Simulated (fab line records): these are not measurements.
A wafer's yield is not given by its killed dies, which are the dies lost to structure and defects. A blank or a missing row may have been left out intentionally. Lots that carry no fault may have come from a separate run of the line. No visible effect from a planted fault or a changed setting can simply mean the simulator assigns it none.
8D (eight disciplines) problem report, filled in by code	flow rit cmos	the parts of the form that need people (team, actions taken, sign-off) are left out

## 1. THE PROBLEM
Mean of wafer_temp_C_max at RIT_SILICIDE_RTA_06: 749.5 across 7 wafers in 3 lots; on wafers with no fault it is 753.3 (standard deviation 0.78). That puts it -4.9 standard deviations away from the usual mean.
The step: time 10 s, ramp up 5 s, ramp down 10 s.
First observed at day 5 08:29: wafer L484.5, on rtp anneal-02. The record has a number at this step for 40 wafers belonging to 14 lots. Rule for "out" (also "out of limits"): further than 4 standard deviations from the usual mean. Any other wafer with a number is counted as sound.

## 2. WHAT IT IS AND WHAT IT IS NOT
question	is	is not
which readings at this step	wafer_temp_C_max	-
which lots	L484, L485, L487	L475, L476, L477, L478, L479, L480, L481, L482, L488, L496, L497
which wafers of those lots	all that have a number	-
read on which tools	rtp anneal-02	rtp anneal-01
when	from day 5 08:29	up to then (24 sound wafers); but 9 sound wafers of L488, L496, L497 came after

## 3. WHAT RULES OUT EACH SUSPECT
Counting: a tool at a process step up to the reading stays a suspect if it ran every lot that is out and no sound lot after the first of them.
- rtp anneal-02 at RIT_SILICIDE_RTA_06 (time 10 s, ramp up 5 s, ramp down 10 s): kept. It processed each lot that is out, first L484 at day 5 08:29, and no sound lot thereafter; up to then, the last sound lot it processed was L482 at day 4 22:18. Out on those wafers are its own readings of wafer_temp_C_max.
After counting, what remains is rtp anneal-02 at RIT_SILICIDE_RTA_06.

## 4. THE CAUSE (what the simulator had put in)
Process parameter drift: rtp anneal-02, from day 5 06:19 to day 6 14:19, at RIT_SILICIDE_RTA_06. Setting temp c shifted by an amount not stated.
After counting, this tool was the only one left.

## 5. THE CHAIN OF EFFECTS, in route order
One row per reading whose mean, taken over the struck wafers that have a number, lies over 3 standard deviations from the usual. Readings are gone through only where the record gives a usual standard deviation; hours: the median, over the lots, of the time from a lot's start at the first step in this table giving one to that lot's start at this step; sigmas: the change measured in usual standard deviations.
hours	step	reading	usual	on struck wafers	change	sigmas
0	RIT_SILICIDE_RTA_06	wafer_temp_C_max	753.3	749.5	-3.8	-4.9
It contains these process steps:
- RIT_SILICIDE_RTA_06: time 10 s, ramp up 5 s, ramp down 10 s.

## 6. HOW IT WOULD HAVE BEEN CAUGHT EARLIER
In this record no reading fell out of limits until day 5 08:29, 2 hours after the fault had begun at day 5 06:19.
